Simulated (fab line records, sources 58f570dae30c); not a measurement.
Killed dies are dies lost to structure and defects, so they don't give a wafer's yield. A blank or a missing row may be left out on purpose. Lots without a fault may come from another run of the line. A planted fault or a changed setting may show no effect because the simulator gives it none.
Which tool did it? | flow berkeley_cmos170 | 6 lots, 18 wafers sampled, at 1 step of a route of 331

WHAT THE GAUGES READ, wafer by wafer
UCB170_NLDD_TW_MEAS_11.
lot  | measured     | on            | NLDD_TW
L379 | day 8 02:50  | film_metro-03 | 2210 2213 2212
L377 | day 8 03:40  | film_metro-03 | 2222 2223 2218
L380 | day 8 05:59  | film_metro-03 | 2224 2244 2228
L391 | day 10 17:26 | film_metro-03 | 2239 2227 2225
L394 | day 10 17:59 | film_metro-02 | 2217 2206 2208
L397 | day 11 08:28 | film_metro-02 | 2236 2229 2212

WHICH TOOL RAN EACH LOT (tool, then ch and the chambers of the sampled wafers, then the start)
The record holds no process step before these readings.

THE ANSWER, worked out from the rows above alone
Rule: what is usual is taken from the lots themselves. Put in order of their means at a reading, lots are off if they are a third of the lots or fewer, leave a main group of 4 or more, and stand apart from it by a gap of 3 or more times the standard deviation of the main group's means; of several such gaps the widest counts. A main group whose means are all the same, to the digits that the tables above print for the reading, isn't used. A lot without any number at a reading at which 4 lots or more have one is off too. The other lots that the step has rows for count as sound.
No lot is off at any reading shown: from this, nothing can be told.

WHAT THE SIMULATOR HAD PUT IN
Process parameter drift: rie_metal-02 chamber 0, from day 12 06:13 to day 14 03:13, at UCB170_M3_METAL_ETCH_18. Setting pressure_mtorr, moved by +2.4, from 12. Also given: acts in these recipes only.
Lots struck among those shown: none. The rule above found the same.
